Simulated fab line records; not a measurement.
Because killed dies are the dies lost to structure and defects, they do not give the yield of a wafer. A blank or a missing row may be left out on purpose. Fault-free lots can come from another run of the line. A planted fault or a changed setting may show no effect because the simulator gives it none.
fab line records	flow rit_cmos
[record] lots = 5	wafers = 23
route steps=202 shown ACTIVE@7 NWELL@29 NRETRO@55 PRETRO@65 GATE@81
start_h: start of the lot's first displayed wafer, in hours after the record's first day	wait_h: hours elapsed since this lot's preceding step	" identical to the entry in the row above	L1.1+2: several wafers, shown together as one row	- either no value or no given start	* or withheld: withheld	< > ~ a bound
route shown NAME@n: NAME is a module with steps in the file, n the number in the route of the first one	usual: mean and standard deviation over wafers with no fault	same: alike in all rows	chamber/n: place in a boat	sites: each site's reading	_std_site: standard deviation of those values	_edge_site: outer sites' mean less inner sites'	radius_mm: how far each site lies from the wafer's centre	mask NAME#n: copy n	behind: the tool/chamber that last shaped the wafer	hold: cause of the lot's hold/its duration in hours/its outcome	device: the n, p or np transistor that did not switch	end of line: the route-end tests of the same wafers	a step with no rows: only its recipe	killed: at the first sort, the dies lost to defects and structure; wafer yield is something else	map: the dies of a wafer, with x for killed, . for not killed, _ for no die there
set.NAME: the setting as run; set.NAME@STEP: as run at that earlier step	model.NAME: the simulator's own value behind a step, which no gauge read
lots with deliberately changed settings; one table per step, one row per wafer
[[steps]]
[step RIT_ACTIVE_COAT_06]
[recipe] resist = NOVOLAK	spin_rpm = 3250	resist_thk_nm = 1000
lot.wafer	tool	chamber	start_h	wait_h	set.resist_thk_nm	model.NOVOLAK_of_ACTIVE_COAT_06.thk_nm
L075.1+4	litho_track-03	0	19.79	0.1	1000	1004
L075.2	"	0	"	"	949.6	953.2
L075.3	"	0	"	"	1000	1005
L075.6	"	0	"	"	949.6	951.6
L076.2+6	litho_track-02	0	24.66	0.1	1000	1005
L076.3	"	0	"	"	1037	1043
L076.4	"	0	"	"	1037	1045
L076.5	"	0	"	"	1037	1046
L079.2	litho_track-01	0	39.41	0.1	1000	1000
L079.3	"	0	"	"	1000	997.6
L079.4	"	0	"	"	1028	1024
L079.5+6	"	0	"	"	1028	1025
L080.2	litho_track-02	0	43.90	0.1	1000	1002
L080.3	"	0	"	"	1000	1004
L080.4+5	"	0	"	"	1027	1030
L080.6	"	0	"	"	1027	1031
L085.2	litho_track-02	0	70.76	0.1	1000	999.5
L085.3	"	0	"	"	1000	1001
L085.4	"	0	"	"	1000	997.3
[step RIT_ACTIVE_SOFTBAKE_07]
[recipe] resist = NOVOLAK	temp_c = 90	time_s = 60
[step RIT_ACTIVE_EXPOSE_08]
[recipe] mask_id = M1	na = 0.6	source_shape = conventional	sigma_outer = 0.6	target_cd_nm = 1400	dose_mj = 225
[step RIT_ACTIVE_PEB_09]
[recipe] resist = NOVOLAK	temp_c = withheld	time_s = withheld
[step RIT_ACTIVE_DEVELOP_10]
[recipe] resist = NOVOLAK	develop_time_s = 48.04	dev_temp_c = 23
[step RIT_ACTIVE_CD_MEAS_11]
[recipe] target_cd_nm = 1400
[usual] cd_nm = 1400.0/2.2
lot.wafer	tool	chamber	start_h	wait_h	set.resist_thk_nm@ACTIVE_COAT_06	cd_nm
L075.1	cd_sem-02	-	20.61	-	1000	1401.2
L075.2	"	-	"	"	949.6	1395.0
L075.3	"	-	"	"	1000	1400.3
L075.4	"	-	"	"	1000	1402.4
L075.6	"	-	"	"	949.6	1396.3
L076.2	cd_sem-01	-	25.45	-	1000	1398.3
L076.3	"	-	"	"	1037	1401.3
L076.4	"	-	"	"	1037	1401.2
L076.5	"	-	"	"	1037	1401.1
L076.6	"	-	"	"	1000	1396.7
L079.2	cd_sem-02	-	40.23	-	1000	1398.5
L079.3	"	-	"	"	1000	1400.1
L079.4	"	-	"	"	1028	1401.0
L079.5	"	-	"	"	1028	1400.2
L079.6	"	-	"	"	1028	1402.5
L080.2	cd_sem-02	-	44.59	-	1000	1402.2
L080.3	"	-	"	"	1000	1402.2
L080.4	"	-	"	"	1027	1402.9
L080.5	"	-	"	"	1027	1402.2
L080.6	"	-	"	"	1027	1404.2
L085.2	cd_sem-02	-	71.58	-	1000	1403.0
L085.3	"	-	"	"	1000	1403.7
L085.4	"	-	"	"	1000	1401.4
[step RIT_ACTIVE_HARDBAKE_12]
[recipe] resist = NOVOLAK	temp_c = 140	time_s = 60
lot.wafer	tool	chamber	start_h	wait_h	set.resist_thk_nm@ACTIVE_COAT_06	model.NOVOLAK_of_ACTIVE_COAT_06.thk_nm
L075.1	litho_track-01	0	20.73	0.1	1000	887.2
L075.2	"	0	"	"	949.6	842.8
L075.3	"	0	"	"	1000	888.1
L075.4	"	0	"	"	1000	887
L075.6	"	0	"	"	949.6	841.5
L076.2	litho_track-02	0	25.57	0.1	1000	888.2
L076.3	"	0	"	"	1037	921.2
L076.4	"	0	"	"	1037	922.9
L076.5	"	0	"	"	1037	923.8
L076.6	"	0	"	"	1000	888.3
L079.2	litho_track-01	0	40.36	0.1	1000	883.8
L079.3	"	0	"	"	1000	881.7
L079.4	"	0	"	"	1028	904.7
L079.5	"	0	"	"	1028	905.5
L079.6	"	0	"	"	1028	905.7
L080.2	litho_track-01	0	44.72	0.1	1000	885.8
L080.3	"	0	"	"	1000	887.5
L080.4	"	0	"	"	1027	909.6
L080.5	"	0	"	"	1027	910
L080.6	"	0	"	"	1027	911.1
L085.2	litho_track-01	0	71.70	0.1	1000	883.3
L085.3	"	0	"	"	1000	884.2
L085.4	"	0	"	"	1000	881.4
[step RIT_ACTIVE_ETCH_13]
[recipe] stop_on = SiO2	chemistry = SF6	target = Si3N4	time_s = 210	over_etch_frac = 0.4	SF6_flow_sccm = 200	pressure_mtorr = 260	rf_w = 125	target_depth_a = 2100
lot.wafer	tool	chamber	start_h	wait_h	set.rf_w	set.resist_thk_nm@ACTIVE_COAT_06	model.NOVOLAK_of_ACTIVE_COAT_06.thk_nm
L075.1	rie_diel-04	2	20.88	0.1	125	1000	664.8
L075.2	"	0	"	"	125	949.6	618.1
L075.3	"	1	"	"	136.9	1000	637.7
L075.4	"	3	"	"	136.9	1000	643.8
L075.6	"	0	"	"	125	949.6	619.5
L076.2	rie_diel-04	0	25.70	0.1	125	1000	665
L076.3	"	1	"	"	125	1037	692.9
L076.4	"	2	"	"	125	1037	701.6
L076.5	"	2	"	"	125	1037	700.6
L076.6	"	3	"	"	125	1000	667.5
L079.2	rie_diel-03	2	40.48	0.1	125	1000	651.1
L079.3	"	3	"	"	125	1000	646.2
L079.4	"	1	"	"	125	1028	669.4
L079.5	"	0	"	"	125	1028	672.1
L079.6	"	3	"	"	125	1028	672
L080.2	rie_diel-04	1	44.84	0.1	118.5	1000	667.6
L080.3	"	2	"	"	125	1000	661.6
L080.4	"	0	"	"	125	1027	683.1
L080.5	"	0	"	"	118.5	1027	693
L080.6	"	1	"	"	125	1027	681
L085.2	rie_diel-04	3	71.83	0.1	125	1000	660.7
L085.3	"	1	"	"	125	1000	654.3
L085.4	"	0	"	"	125	1000	657
[step RIT_NWELL_COAT_01]
[recipe] resist = NOVOLAK	spin_rpm = 2000	resist_thk_nm = 1300
lot.wafer	tool	chamber	start_h	wait_h	set.resist_thk_nm	model.NOVOLAK_of_NWELL_COAT_01.thk_nm
L075.1	litho_track-01	0	27.04	0.1	1300	1297
L075.2+4	"	0	"	"	1300	1298
L075.3	"	0	"	"	1344	1343
L075.6	"	0	"	"	1344	1340
L076.2	litho_track-02	0	30.43	0.1	1262	1266
L076.3	"	0	"	"	1300	1305
L076.4	"	0	"	"	1262	1259
L076.5	"	0	"	"	1262	1268
L076.6	"	0	"	"	1300	1302
L079.2	litho_track-01	0	47.44	0.1	1300	1298
L079.3+5	"	0	"	"	1300	1300
L079.4	"	0	"	"	1264	1264
L079.6	"	0	"	"	1264	1260
L080.2	litho_track-04	0	50.32	0.1	1342	1341
L080.3	"	0	"	"	1342	1342
L080.4	"	0	"	"	1300	1296
L080.5	"	0	"	"	1300	1297
L080.6	"	0	"	"	1342	1339
L085.2	litho_track-04	0	79.91	0.1	1300	1301
L085.3	"	0	"	"	1300	1300
L085.4	"	0	"	"	1300	1304
[step RIT_NWELL_SOFTBAKE_02]
[recipe] resist = NOVOLAK	temp_c = 90	time_s = 60
[step RIT_NWELL_EXPOSE_03]
[recipe] mask_id = M2	na = 0.57	target_cd_nm = 43900	dose_mj = 250
[step RIT_NWELL_DEVELOP_05]
[recipe] resist = NOVOLAK	develop_time_s = 68	dev_temp_c = 23
[step RIT_NWELL_HARDBAKE_07]
[recipe] resist = NOVOLAK	temp_c = 140	time_s = 120
lot.wafer	tool	chamber	start_h	wait_h	set.resist_thk_nm@NWELL_COAT_01	model.NOVOLAK_of_NWELL_COAT_01.thk_nm
L075.1+2+4	litho_track-04	0	28.03	0.0	1300	1135
L075.3	"	0	"	"	1344	1174
L075.6	"	0	"	"	1344	1172
L076.2	litho_track-01	0	31.21	0.1	1262	1107
L076.3	"	0	"	"	1300	1141
L076.4	"	0	"	"	1262	1102
L076.5	"	0	"	"	1262	1109
L076.6	"	0	"	"	1300	1139
L079.2	litho_track-02	0	48.22	0.1	1300	1135
L079.3	"	0	"	"	1300	1136
L079.4	"	0	"	"	1264	1106
L079.5	"	0	"	"	1300	1137
L079.6	"	0	"	"	1264	1103
L080.2+3	litho_track-04	0	51.23	0.1	1342	1173
L080.4	"	0	"	"	1300	1133
L080.5	"	0	"	"	1300	1134
L080.6	"	0	"	"	1342	1170
L085.2+3	litho_track-02	0	80.98	0.1	1300	1137
L085.4	"	0	"	"	1300	1140
[step RIT_NRETRO_SOFTBAKE_02]
[recipe] resist = NOVOLAK	temp_c = 90	time_s = 60
lot.wafer	tool	chamber	start_h	wait_h	set.temp_c
L075.1+3+6	litho_track-04	0	36.97	0.1	90
L075.2+4	"	0	"	"	92.08
L076.2+4	litho_track-03	0	39.13	0.1	90
L076.3+5+6	"	0	"	"	87.49
L079.2+3+6	litho_track-04	0	57.41	0.1	86.99
L079.4+5	"	0	"	"	90
L080.2+6	litho_track-04	0	61.22	0.1	91.96
L080.3+4+5	"	0	"	"	90
L085.2+3+4	litho_track-04	0	89.18	0.1	90
[step RIT_NRETRO_EXPOSE_03]
[recipe] mask_id = M4	na = 0.57	target_cd_nm = 43900	dose_mj = 250
[step RIT_NRETRO_PEB_04]
[recipe] resist = NOVOLAK	temp_c = withheld	time_s = withheld
[step RIT_NRETRO_DEVELOP_05]
[recipe] resist = NOVOLAK	develop_time_s = 68	dev_temp_c = 23
lot.wafer	tool	chamber	start_h	wait_h	set.temp_c@NRETRO_SOFTBAKE_02	model.NOVOLAK_of_NRETRO_COAT_01.thk_nm
L075.1	litho_track-04	0	-	-	90	1298
L075.2	"	0	"	"	92.08	1290
L075.3	"	0	"	"	90	1297
L075.4	"	0	"	"	92.08	1293
L075.6	"	0	"	"	90	1300
L076.2	litho_track-04	0	-	-	90	1303
L076.3	"	0	"	"	87.49	1316
L076.4	"	0	"	"	90	1305
L076.5	"	0	"	"	87.49	1314
L076.6	"	0	"	"	87.49	1311
L079.2	litho_track-04	0	-	-	86.99	1310
L079.3	"	0	"	"	86.99	1309
L079.4	"	0	"	"	90	1297
L079.5	"	0	"	"	90	1298
L079.6	"	0	"	"	86.99	1311
L080.2	litho_track-04	0	-	-	91.96	1298
L080.3+4	"	0	"	"	90	1303
L080.5	"	0	"	"	90	1309
L080.6	"	0	"	"	91.96	1300
L085.2	litho_track-03	0	-	-	90	1305
L085.3	"	0	"	"	90	1300
L085.4	"	0	"	"	90	1307
[step RIT_PRETRO_COAT_01]
[recipe] resist = NOVOLAK	spin_rpm = 2000	resist_thk_nm = 1300
lot.wafer	tool	chamber	start_h	wait_h	set.resist_thk_nm	model.NOVOLAK_of_PRETRO_COAT_01.thk_nm
L075.1	litho_track-02	0	38.37	0.1	1352	1357
L075.2	"	0	"	"	1300	1301
L075.3	"	0	"	"	1300	1306
L075.4	"	0	"	"	1300	1304
L075.6	"	0	"	"	1352	1352
L076.2	litho_track-02	0	40.55	0.1	1326	1328
L076.3	"	0	"	"	1300	1300
L076.4	"	0	"	"	1300	1303
L076.5+6	"	0	"	"	1326	1326
L079.2	litho_track-02	0	58.93	0.1	1300	1303
L079.3	"	0	"	"	1300	1300
L079.4	"	0	"	"	1300	1307
L079.5	"	0	"	"	1300	1308
L079.6	"	0	"	"	1300	1305
L080.2	litho_track-01	0	62.62	0.1	1228	1231
L080.3+5	"	0	"	"	1300	1306
L080.4	"	0	"	"	1228	1233
L080.6	"	0	"	"	1300	1307
L085.2	litho_track-03	0	90.70	0.1	1300	1301
L085.3	"	0	"	"	1300	1303
L085.4	"	0	"	"	1300	1302
[step RIT_PRETRO_SOFTBAKE_02]
[recipe] resist = NOVOLAK	temp_c = 90	time_s = 60
[step RIT_PRETRO_EXPOSE_03]
[recipe] mask_id = M5	na = 0.57	target_cd_nm = 43700	dose_mj = 250
[step RIT_PRETRO_DEVELOP_05]
[recipe] resist = NOVOLAK	develop_time_s = 67.14	dev_temp_c = 23
[step RIT_PRETRO_HARDBAKE_07]
[recipe] resist = NOVOLAK	temp_c = 140	time_s = 120
lot.wafer	tool	chamber	start_h	wait_h	set.resist_thk_nm@PRETRO_COAT_01	model.NOVOLAK_of_PRETRO_COAT_01.thk_nm
L075.1	litho_track-03	0	39.26	0.0	1352	1186
L075.2	"	0	"	"	1300	1138
L075.3	"	0	"	"	1300	1142
L075.4	"	0	"	"	1300	1140
L075.6	"	0	"	"	1352	1182
L076.2	litho_track-01	0	41.33	0.1	1326	1161
L076.3	"	0	"	"	1300	1137
L076.4	"	0	"	"	1300	1139
L076.5	"	0	"	"	1326	1160
L076.6	"	0	"	"	1326	1159
L079.2	litho_track-02	0	59.71	0.1	1300	1139
L079.3	"	0	"	"	1300	1137
L079.4	"	0	"	"	1300	1143
L079.5	"	0	"	"	1300	1144
L079.6	"	0	"	"	1300	1141
L080.2	litho_track-02	0	63.43	0.1	1228	1077
L080.3+5	"	0	"	"	1300	1142
L080.4	"	0	"	"	1228	1079
L080.6	"	0	"	"	1300	1143
L085.2	litho_track-01	0	91.49	0.1	1300	1138
L085.3	"	0	"	"	1300	1140
L085.4	"	0	"	"	1300	1139
[step RIT_GATE_OXIDATION_05]
[recipe] temp_c = 900	ambient = O2	target_thk_a = 30	ox_time_s = 270
lot.wafer	tool	chamber	start_h	wait_h	set.ox_time_s	model.SiO2_of_GATE_OXIDATION_05.thk_nm
L075.1	-	-	-	1.8	305.7	3.41
L075.2	"	-	"	"	305.7	3.336
L075.3	"	-	"	"	305.7	3.347
L075.4	"	-	"	"	305.7	3.318
L075.6	"	-	"	"	305.7	3.298
L076.2	-	-	-	2.2	236.2	2.676
L076.3	"	-	"	"	236.2	2.707
L076.4	"	-	"	"	236.2	2.697
L076.5	"	-	"	"	236.2	2.698
L076.6	"	-	"	"	236.2	2.745
L079.2	-	-	-	0.0	251.3	2.841
L079.3	"	-	"	"	251.3	2.85
L079.4	"	-	"	"	251.3	2.833
L079.5	"	-	"	"	251.3	2.807
L079.6	"	-	"	"	251.3	2.802
L080.2	-	-	-	0.4	300.3	3.246
L080.3	"	-	"	"	300.3	3.207
L080.4	"	-	"	"	300.3	3.21
L080.5	"	-	"	"	300.3	3.257
L080.6	"	-	"	"	300.3	3.213
L085.2	furnace-03	0	94.16	1.6	270	2.991
L085.3	"	0	"	"	270	2.981
L085.4	"	0	"	"	270	2.961
[step RIT_GATE_ANNEAL_06]
[recipe] temp_c = 900	time_s = 600	ambient = N2O
[step RIT_GATE_THK_MEAS_07]
[recipe] reads = SiO2_of_GATE_OXIDATION_05
[usual] GATE_OXIDE_THK = 2.99/0.058
lot.wafer	tool	chamber	start_h	wait_h	set.ox_time_s@GATE_OXIDATION_05	GATE_OXIDE_THK[nm]
L075.1	film_metro-02	-	45.02	0.0	305.7	3.42
L075.2	"	-	"	"	305.7	3.37
L075.3	"	-	"	"	305.7	3.36
L075.4	"	-	"	"	305.7	3.31
L075.6	"	-	"	"	305.7	3.30
L076.2	film_metro-03	-	47.90	0.0	236.2	2.70
L076.3	"	-	"	"	236.2	2.69
L076.4	"	-	"	"	236.2	2.70
L076.5	"	-	"	"	236.2	2.74
L076.6	"	-	"	"	236.2	2.76
L079.2	film_metro-03	-	62.35	0.0	251.3	2.85
L079.3	"	-	"	"	251.3	2.85
L079.4	"	-	"	"	251.3	2.83
L079.5	"	-	"	"	251.3	2.77
L079.6	"	-	"	"	251.3	2.81
L080.2	film_metro-03	-	67.56	0.0	300.3	3.23
L080.3	"	-	"	"	300.3	3.18
L080.4	"	-	"	"	300.3	3.20
L080.5	"	-	"	"	300.3	3.28
L080.6	"	-	"	"	300.3	3.17
L085.2	film_metro-02	-	95.50	0.0	270	2.99
L085.3	"	-	"	"	270	2.97
L085.4	"	-	"	"	270	2.97
[step RIT_GATE_COAT_11]
[recipe] resist = NOVOLAK	spin_rpm = 4250	resist_thk_nm = 850
lot.wafer	tool	chamber	start_h	wait_h	set.resist_thk_nm	model.NOVOLAK_of_GATE_COAT_11.thk_nm
L075.1	litho_track-01	0	46.90	0.1	850	849.9
L075.2	"	0	"	"	850	850.7
L075.3	"	0	"	"	893.3	894.9
L075.4	"	0	"	"	850	848.4
L075.6	"	0	"	"	893.3	894.7
L076.2	litho_track-02	0	49.81	0.1	850	855.1
L076.3	"	0	"	"	850	852.8
L076.4	"	0	"	"	850	854.7
L076.5	"	0	"	"	850	854.9
L076.6	"	0	"	"	850	853.1
L079.2	litho_track-02	0	64.25	0.1	822.2	823.2
L079.3	"	0	"	"	850	849.7
L079.4	"	0	"	"	850	848.1
L079.5	"	0	"	"	850	850.4
L079.6	"	0	"	"	822.2	821.9
L080.2	litho_track-01	0	69.46	0.1	868.2	870.7
L080.3	"	0	"	"	868.2	869
L080.4	"	0	"	"	850	852.8
L080.5	"	0	"	"	850	850.7
L080.6	"	0	"	"	868.2	866.7
L085.2	litho_track-01	0	97.97	0.1	850	853.1
L085.3	"	0	"	"	850	851.8
L085.4	"	0	"	"	850	850.8
[[key]]
[split] step = RIT_ACTIVE_COAT_06	setting = resist_thk_nm	stated = 1000	by = wafer
[response] step = RIT_ACTIVE_COAT_06	reading = model.NOVOLAK_of_ACTIVE_COAT_06.thk_nm	change = +10.2	per = 1%	r = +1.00
[response] step = RIT_ACTIVE_CD_MEAS_11	reading = cd_nm	change = +0.923	per = 1%	r = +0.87
[response] step = RIT_ACTIVE_HARDBAKE_12	reading = model.NOVOLAK_of_ACTIVE_COAT_06.thk_nm	change = +8.89	per = 1%	r = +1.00
[response] step = RIT_ACTIVE_ETCH_13	reading = model.NOVOLAK_of_ACTIVE_COAT_06.thk_nm	change = +7.19	per = 1%	r = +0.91
[split] step = RIT_ACTIVE_ETCH_13	setting = rf_w	stated = 125	by = wafer
[response] step = RIT_ACTIVE_ETCH_13	reading = model.NOVOLAK_of_ACTIVE_COAT_06.thk_nm	slope = -2.19	per = 1%	together_with = resist_thk_nm@ACTIVE_COAT_06	explained = 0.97
[split] step = RIT_NWELL_COAT_01	setting = resist_thk_nm	stated = 1300	by = wafer
[response] step = RIT_NWELL_COAT_01	reading = model.NOVOLAK_of_NWELL_COAT_01.thk_nm	change = +13.4	per = 1%	r = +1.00
[response] step = RIT_NWELL_HARDBAKE_07	reading = model.NOVOLAK_of_NWELL_COAT_01.thk_nm	change = +11.5	per = 1%	r = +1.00
[split] step = RIT_NRETRO_SOFTBAKE_02	setting = temp_c	stated = 90	by = wafer
[response] step = RIT_NRETRO_DEVELOP_05	reading = model.NOVOLAK_of_NRETRO_COAT_01.thk_nm	change = -3.37	per = 1%	r = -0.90
[split] step = RIT_PRETRO_COAT_01	setting = resist_thk_nm	stated = 1300	by = wafer
[response] step = RIT_PRETRO_COAT_01	reading = model.NOVOLAK_of_PRETRO_COAT_01.thk_nm	change = +13.2	per = 1%	r = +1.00
[response] step = RIT_PRETRO_HARDBAKE_07	reading = model.NOVOLAK_of_PRETRO_COAT_01.thk_nm	change = +11.3	per = 1%	r = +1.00
[split] step = RIT_GATE_OXIDATION_05	setting = ox_time_s	stated = 270	by = lot
[response] step = RIT_GATE_OXIDATION_05	reading = model.SiO2_of_GATE_OXIDATION_05.thk_nm	change = +0.0237	per = 1%	r = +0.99
[response] step = RIT_GATE_THK_MEAS_07	reading = GATE_OXIDE_THK	change = +0.0235	per = 1%	r = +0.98
[split] step = RIT_GATE_COAT_11	setting = resist_thk_nm	stated = 850	by = wafer
[response] step = RIT_GATE_COAT_11	reading = model.NOVOLAK_of_GATE_COAT_11.thk_nm	change = +8.6	per = 1%	r = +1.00
